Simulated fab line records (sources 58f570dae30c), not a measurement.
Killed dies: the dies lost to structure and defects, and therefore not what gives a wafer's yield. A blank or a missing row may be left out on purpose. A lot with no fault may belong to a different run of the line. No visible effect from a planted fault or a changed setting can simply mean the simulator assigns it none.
The same fault as seen by 2 desks :: flow berkeley-cmos170 :: numbers are kept per desk, each desk with only its own; the story behind them comes last

AT THE METROLOGY DESK
Lot by lot, what the gauges showed, no matter which tool ran the lot: averages of those sampled wafers that carry a number. Marked OUT: a lot whose mean sits more than 4 standard deviations from the usual mean, which makes it out of limits; the brackets give that distance.
Columns: A = V2_POLISHED_THK at UCB170_V2_THK_MEAS_04, usual 1000.0 nm
lot: L390
first seen here: day 7 23:26
A: 999.9

lot: L389
first seen here: day 7 23:42
A: 999.2

lot: L391
first seen here: day 8 00:02
A: 1001.5

lot: L392
first seen here: day 8 01:41
A: 1001.2

lot: L394
first seen here: day 8 07:59
A: 1000.5

lot: L398
first seen here: day 9 09:06
A: 1000.0

lot: L405
first seen here: day 11 01:47
A: 1000.0

lot: L406
first seen here: day 11 16:02
A: 1000.0

lot: L411
first seen here: day 11 16:16
A: 999.9

lot: L410
first seen here: day 11 16:23
A: 999.7

lot: L408
first seen here: day 11 16:38
A: 999.3

lot: L412
first seen here: day 11 17:58
A: 1000.4
Result from this desk: across the 12 lots, nothing is out of limits.

FOR THE TOOL OWNER'S DESK: krf-scanner-01
The tool's own readings at UCB170_M2_EXPOSE_12 (exposes mask METAL2, target cd 700 nm): means of the sampled wafers that have a number, for each lot that ran on this tool. Marked OUT: a lot whose mean sits more than 4 standard deviations from the usual mean, which makes it out of limits; the brackets give that distance.
Columns: A = exposure-dose-mJ-cm2 at UCB170_M2_EXPOSE_12, usual 26.00; B = focus-offset-nm at UCB170_M2_EXPOSE_12, usual 0.1 nm; C = reticle-temp-C at UCB170_M2_EXPOSE_12, usual 23.02 C
lot: L390
first seen here: day 7 21:47
A: 26.02
B: -0.2
C: 22.95

lot: L391
first seen here: day 7 22:17
A: 26.01
B: 0.4
C: 23.12

lot: L392
first seen here: day 8 00:02
A: 25.97
B: 0.5
C: 23.01

lot: L394
first seen here: day 8 05:35
A: 26.00
B: 0.5
C: 23.06

lot: L405
first seen here: day 11 00:10
A: 26.01
B: 0.1
C: 22.99

lot: L406
first seen here: day 11 13:50
A: 26.05
B: -0.2
C: 23.02

lot: L410
first seen here: day 11 14:17
A: 26.02
B: 0.4
C: 23.07

lot: L412
first seen here: day 11 16:11
A: 26.02
B: -0.3
C: 23.13
Result from this desk: across the 8 lots, nothing is out of limits.

BROUGHT TOGETHER
The metrology desk saw nothing out of limits.
The tool owner's desk saw nothing out of limits.

WHAT WAS PUT IN BY THE SIMULATOR
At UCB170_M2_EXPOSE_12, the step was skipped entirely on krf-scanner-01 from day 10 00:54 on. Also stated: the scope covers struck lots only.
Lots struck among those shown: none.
